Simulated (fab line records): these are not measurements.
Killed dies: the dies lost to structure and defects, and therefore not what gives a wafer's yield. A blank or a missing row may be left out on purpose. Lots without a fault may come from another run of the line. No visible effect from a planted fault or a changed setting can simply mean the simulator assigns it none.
One fault through the eyes of 2 desks ; flow berkeleyCmos170 ; what lay behind the numbers comes last; until then each desk has only its own

## THE METROLOGY DESK
Means of the sampled wafers that have a number, per lot and without regard to the tool the lot ran on: this is what the gauges read. Any lot whose mean is over 4 standard deviations away from the usual mean is out of limits and marked OUT; that distance is given in the brackets.
Columns: A = PSD_OVL at UCB170_PSD_OVL_MEAS_07, usual 0 nm; B = PSD_TW at UCB170_PSD_TW_MEAS_10, usual 2330; C = PSD_RS at UCB170_SDANNEAL_RS_MEAS_02, usual 75.63 ohm/sq
lot;first seen here;A;B;C
L907;day 7 17:43;-1;2308;76.37
L909;day 8 07:13;-8;2331;75.73
L908;day 8 07:28;-1;2304;75.67
L911;day 9 02:28;3;2330;75.73
L910;day 9 02:40;-8;2331;75.64
L912;day 9 02:47;-1;2342;75.68
L915;day 9 02:56;-9;2324;75.78
L913;day 9 03:17;4;2326;75.79
L917;day 10 04:44;-1;2305;75.62
L920;day 10 16:27;-5;2320;75.57
L923;day 11 15:32;3;2474 (+8.5) OUT;65.43 (-36) OUT
L929;day 12 03:55;-9;2342;75.26
L927;day 12 04:20;1;2454 (+7.3) OUT;65.79 (-35) OUT
L930;day 12 12:46;-5;2341;75.71
This desk reports L923, L927 out of limits; the earliest was L923 at day 11 15:50 (PSD_TW at UCB170_PSD_TW_MEAS_10). L907, L909, L908, L911, L910, L912, L915, L913, L917, L920, L929, L930 stayed within limits.

## TOOL OWNER'S DESK, implanter-02
UCB170_PSD_IMPLANT_08, tool's own readings: per-lot mean of the sampled wafers with a number, covering each lot this tool ran. Any lot whose mean is over 4 standard deviations away from the usual mean is out of limits and marked OUT; that distance is given in the brackets.
Columns: A = beamEnergyKeV at UCB170_PSD_IMPLANT_08, usual 20.000; B = beamOnS at UCB170_PSD_IMPLANT_08, usual 10.03 s; C = doseIonsCm2 at UCB170_PSD_IMPLANT_08, usual 3.0002e+15; D = faradayCurrentUA at UCB170_PSD_IMPLANT_08, usual 9226
lot;first seen here;A;B;C;D
L907;day 7 17:46;20.000;10.08;2.9974e+15;9182
L909;day 8 07:16;20.002;9.97;3.0019e+15;9270
L910;day 9 02:41;20.002;10.08;3.0023e+15;9148
L915;day 9 02:58;20.003;9.99;2.9990e+15;9282
L913;day 9 03:20;20.005;10.14;2.9985e+15;9133
L917;day 10 04:46;20.004;10.00;3.0042e+15;9263
L920;day 10 16:32;20.001;9.95;2.9995e+15;9261
L923;day 11 15:35;19.999;9.91;3.5975e+15 (+99 or more) OUT;11137 (+11) OUT
L927;day 12 04:23;20.002;10.19;3.6000e+15 (+99 or more) OUT;10862 (+9.6) OUT
Finding of this desk: L923, L927 out of limits; the first was L923 at day 11 15:35, on doseIonsCm2 at UCB170_PSD_IMPLANT_08. L907, L909, L910, L915, L913, L917, L920 stayed within limits.

## BROUGHT TOGETHER
The tool owner's desk had the chance to raise an alarm at day 11 15:35 on L923, L927.
Metrology desk: alarm possible at day 11 15:50 on L923, L927.
Of the lots named, all ran UCB170_PSD_IMPLANT_08 on implanter-02.

## WHAT THE SIMULATOR HAD INSERTED
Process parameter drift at UCB170_PSD_IMPLANT_08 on implanter-02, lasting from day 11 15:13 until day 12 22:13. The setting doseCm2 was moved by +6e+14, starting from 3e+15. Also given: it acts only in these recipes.
Lots struck among those shown: L923, L927.
Fault start to first reading out of limits, in hours, per desk: tool owner, 0; metrology, 1.
